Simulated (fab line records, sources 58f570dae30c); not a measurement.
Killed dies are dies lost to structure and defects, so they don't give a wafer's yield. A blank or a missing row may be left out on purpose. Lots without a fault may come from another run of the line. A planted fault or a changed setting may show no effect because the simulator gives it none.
A struck lot beside a sound one | flow berkeley_cmos170 | 43 steps out of a route of 331
Sound: wafers L416.1, L416.3, L416.4. Struck: wafers L427.1, L427.4, L427.5. The cause comes at the end.
At each step with rows: each side's tool, then ch and its chambers, then its first start. Under that, the readings that differ: sound wafers | struck wafers | difference of the means | sigmas: that difference in standard deviations of wafers without a fault.
alike: readings whose means differ by less than 2 such deviations, and words and numbers that are the same on both sides. not compared: withheld readings, readings that some wafer has no value for, bounds like >300 that may hide the same value, and numbers for which the record gives no deviation and whose values overlap.
The two part at a step that has a row with sigmas, a row that says differs or no value, or rows on one side only. Numbers that don't overlap but have no deviation are shown without sigmas and don't part them. A reading that every wafer of one side lacks parts them only if that side has two wafers or more.

first, 3 steps without rows for these wafers: UCB170_PVT_EXPOSE_03 (exposes mask NWELL, target cd 3000 nm); UCB170_PVT_PEB_04; UCB170_PVT_DEVELOP_05 (develop time 45 s).
UCB170_PVT_OVL_MEAS_06:
  sound on overlay-01, day 8 08:38; struck on overlay-02, day 10 00:05
  reading      | sound      | struck | difference | sigmas
  PVT_OVL (nm) | -8 -17 -10 | 5 5 7  | +17        | +3
then, 1 step without rows for these wafers: UCB170_PVT_IMPLANT_07.
UCB170_PVT_STRIP_08: strips in O2.
  sound on plasma_asher-01 ch 0,1, day 8 08:49; struck on plasma_asher-02 ch 0,1, day 10 00:16
  alike: drypump_motor_current_A, oes_product_au, strip_time_to_endpoint_s
  not compared: rf_hours_counter_h
UCB170_PVT_TW_MEAS_09:
  sound on film_metro-03, day 8 08:55; struck on film_metro-04, day 10 00:22
  alike: PVT_TW
then, 1 step without rows for these wafers: UCB170_GATE_WET_ETCH_00 (etches SiO2 in dHF, time 200 s).
UCB170_FIELD_THK_MEAS_91:
  sound on film_metro-01, day 8 09:03; struck on film_metro-01, day 10 00:31
  reading                     | sound       | struck      | difference | sigmas
  FIELD_OXIDE_LEFT_2_THK (nm) | 371 371 363 | 336 348 343 | -26        | -2
then, 1 step without rows for these wafers: UCB170_GATE_OXIDATION_01 (target thk 6.6 nm, ox time 1800 s).
UCB170_GATE_THK_MEAS_02:
  sound on film_metro-01, day 8 12:11; struck on film_metro-02, day 10 02:21
  alike: GATE_OXIDE_THK
then, 1 step without rows for these wafers: UCB170_GATE_ANNEAL_03 (time 1800 s).
UCB170_GATE_CVD_04: deposits poly-Si from SiH4, time 1440 s, target thk 214 nm.
  sound on lpcvd-02 ch 1, day 8 15:52; struck on lpcvd-02 ch 1, day 10 07:10
  reading                                  | sound         | struck            | difference | sigmas
  model.poly-Si_of_GATE_CVD_04.thk_nm (nm) | 213 212.3 214 | 233.6 233.6 231.8 | +19.9      |
  alike: zone_power_source_pct
UCB170_GATE_THK_MEAS_05:
  sound on film_metro-01, day 8 17:17; struck on film_metro-04, day 10 08:52
  reading            | sound             | struck            | difference | sigmas
  GATE_POLY_THK (nm) | 213.1 212.3 214.0 | 233.5 233.6 232.0 | +19.9      | +7
  not compared: hold
then, 5 steps without rows for these wafers: UCB170_GATE_COAT_07 (resist thk 900 nm); UCB170_GATE_SOFTBAKE_08 (time 60 s); UCB170_GATE_EXPOSE_09 (exposes mask POLY, target cd 350 nm); UCB170_GATE_PEB_10; UCB170_GATE_DEVELOP_11 (develop time 45 s).
UCB170_GATE_CD_MEAS_12: target cd 350 nm.
  sound on cd_sem-02, day 8 18:37; struck on cd_sem-02, day 10 13:16
  reading    | sound             | struck            | difference | sigmas
  cd_nm (nm) | 345.8 346.5 347.5 | 348.7 352.8 349.7 | +3.8       | +3
UCB170_GATE_OVL_MEAS_13:
  sound on overlay-01, day 8 18:44; struck on overlay-01, day 10 13:23
  alike: GATE_OVL
UCB170_GATE_ETCH_14: etches BARC in N2/H2.
  sound on rie_diel-01 ch 0,1,3, day 8 18:46; struck on rie_diel-03 ch 0,3, day 10 13:25
  alike: drypump_motor_current_A, oes_product_au, rf_fwd_power_W, throttle_valve_pct
UCB170_GATE_ETCH_15: etches poly-Si in HBr/Cl2, stops on SiO2, time 56.3 s, target depth 278.2 nm.
  sound on rie_si-02 ch 1,2,3, day 8 18:49; struck on rie_si-02 ch 1,3, day 10 13:28
  reading                          | sound             | struck            | difference | sigmas
  oes_product_au (a.u.)            | 0.821 0.832 0.839 | 0.883 0.897 0.879 | +0.056     | +3
  model.etch.depth_nm (nm)         | 213 212.3 214     | 233.6 233.6 231.8 | +19.9      |
  model.GATE.feature_depth_nm (nm) | 213.1 212.3 214   | 233.6 233.6 231.9 | +19.9      |
  alike: drypump_motor_current_A, rf_fwd_power_W, throttle_valve_pct
  not compared: rf_hours_counter_h
UCB170_GATE_STRIP_16: strips in O2.
  sound on plasma_asher-03 ch 0,1, day 8 18:52; struck on plasma_asher-02 ch 1, day 10 13:38
  alike: drypump_motor_current_A, oes_product_au
  not compared: rf_hours_counter_h
UCB170_GATE_CD_MEAS_90: target cd 350 nm.
  sound on cd_sem-01, day 8 18:58; struck on cd_sem-02, day 10 13:48
  reading    | sound             | struck            | difference | sigmas
  cd_nm (nm) | 346.8 345.4 347.1 | 348.3 351.8 349.1 | +3.3       | +2
then, 7 steps without rows for these wafers: UCB170_GATE_CLEAN_17 (cleans in SPM, time 600 s); UCB170_PLDD_HMDS_00 (prime time 60 s); UCB170_PLDD_COAT_01 (resist thk 900 nm); UCB170_PLDD_SOFTBAKE_02 (time 60 s); UCB170_PLDD_EXPOSE_03 (exposes mask PSELECT, target cd 1200 nm); UCB170_PLDD_PEB_04; UCB170_PLDD_DEVELOP_05 (develop time 45 s).
UCB170_PLDD_CD_MEAS_06: target cd 1200 nm.
  sound on cd_sem-01, day 8 21:52; struck on cd_sem-02, day 10 15:26
  reading    | sound                | struck               | difference | sigmas
  cd_nm (nm) | 1199.0 1197.9 1197.8 | 1200.1 1202.8 1202.4 | +3.5       | +3
UCB170_PLDD_OVL_MEAS_07:
  sound on overlay-02, day 8 21:59; struck on overlay-02, day 10 15:35
  alike: PLDD_OVL
then, 2 steps without rows for these wafers: UCB170_PLDD_IMPLANT_08; UCB170_PLDD_IMPLANT_09.
UCB170_PLDD_STRIP_10: strips in O2.
  sound on plasma_asher-03 ch 0,1, day 8 22:19; struck on plasma_asher-03 ch 1, day 10 16:02
  alike: drypump_motor_current_A, oes_product_au, strip_time_to_endpoint_s
  not compared: rf_hours_counter_h
UCB170_PLDD_TW_MEAS_11:
  sound on film_metro-01, day 8 22:25; struck on film_metro-01, day 10 16:08
  alike: PLDD_TW
then, 3 steps without rows for these wafers: UCB170_PLDD_CLEAN_12 (cleans in SPM, time 600 s); UCB170_NLDD_HMDS_00 (prime time 60 s); UCB170_NLDD_COAT_01 (resist thk 900 nm).
UCB170_SILICIDE_PRE_CLEAN_00: preclean etch time 60 s.
  sound on pvd_sputter-02, day 9 09:54; struck on pvd_sputter-02, day 11 04:56
  reading                                  | sound             | struck            | difference | sigmas
  model.poly-Si_of_GATE_CVD_04.thk_nm (nm) | 206.1 205.4 207.1 | 226.9 226.8 225.1 | +20.1      |
UCB170_M3_PROBE_99:
  the record has rows for the sound wafers here (prober-01, day 10 14:37) and none for the struck ones

WHERE THEY PART
First at UCB170_PVT_OVL_MEAS_06; last, within this record, at UCB170_M3_PROBE_99.

WHY: what the simulator had put in
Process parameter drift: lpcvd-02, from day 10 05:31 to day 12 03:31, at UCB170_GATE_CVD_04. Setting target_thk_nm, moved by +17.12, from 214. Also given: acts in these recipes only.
